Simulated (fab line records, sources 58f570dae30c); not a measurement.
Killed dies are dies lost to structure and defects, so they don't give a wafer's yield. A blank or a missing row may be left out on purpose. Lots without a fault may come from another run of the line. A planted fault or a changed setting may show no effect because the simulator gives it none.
Which tool did it? | flow berkeley_cmos170 | 7 lots, 21 wafers sampled, at 2 steps of a route of 331

WHAT THE GAUGES READ, wafer by wafer
UCB170_NWELL_TW_MEAS_16.
lot  | measured    | on            | NWELL_TW
L995 | day 2 06:39 | film_metro-04 | 1273 1274 1279
L998 | day 2 20:52 | film_metro-02 | 1232 1228 1230
L999 | day 3 06:49 | film_metro-04 | 1292 1288 1285
L102 | day 3 21:27 | film_metro-02 | 1228 1233 1232
L110 | day 5 10:32 | film_metro-02 | 1237 1228 1242
L112 | day 5 21:50 | film_metro-01 | 1027 1022 1024
L117 | day 6 22:14 | film_metro-01 | 1256 1248 1253

WHICH TOOL RAN EACH LOT (tool, then ch and the chambers of the sampled wafers, then the start)
lot  | UCB170_NWELL_IMPLANT_14
L995 | implanter-03 ch 0, day 2 06:26
L998 | implanter-02 ch 0, day 2 20:37
L999 | implanter-02 ch 0, day 3 06:35
L102 | implanter-03 ch 0, day 3 21:14
L110 | implanter-01 ch 0, day 5 10:19
L112 | implanter-01 ch 0, day 5 21:35
L117 | implanter-03 ch 0, day 6 21:59
- UCB170_NWELL_IMPLANT_14

THE ANSWER, worked out from the rows above alone
Rule: what is usual is taken from the lots themselves. Put in order of their means at a reading, lots are off if they are a third of the lots or fewer, leave a main group of 4 or more, and stand apart from it by a gap of 3 or more times the standard deviation of the main group's means; of several such gaps the widest counts. A main group whose means are all the same, to the digits that the tables above print for the reading, isn't used. A lot without any number at a reading at which 4 lots or more have one is off too. The other lots that the step has rows for count as sound.
Off: L112, at UCB170_NWELL_TW_MEAS_16 (NWELL_TW). The main group: mean 1252, standard deviation 23.
A tool fits if, at a process step before that reading, it ran every lot that is off, and no sound lot after the first of them. The gauges at UCB170_NWELL_TW_MEAS_16 are tried like those tools. One fits: implanter-01 at UCB170_NWELL_IMPLANT_14. Its last sound lot is L110 (day 5 10:19), its first lot that is off L112 (day 5 21:35): a fault that began between those two fits.

WHAT THE SIMULATOR HAD PUT IN
Process parameter drift: implanter-01, from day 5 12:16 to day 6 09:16, at UCB170_NWELL_IMPLANT_14. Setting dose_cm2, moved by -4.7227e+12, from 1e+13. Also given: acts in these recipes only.
Lots struck among those shown: L112. The rule above found the same.
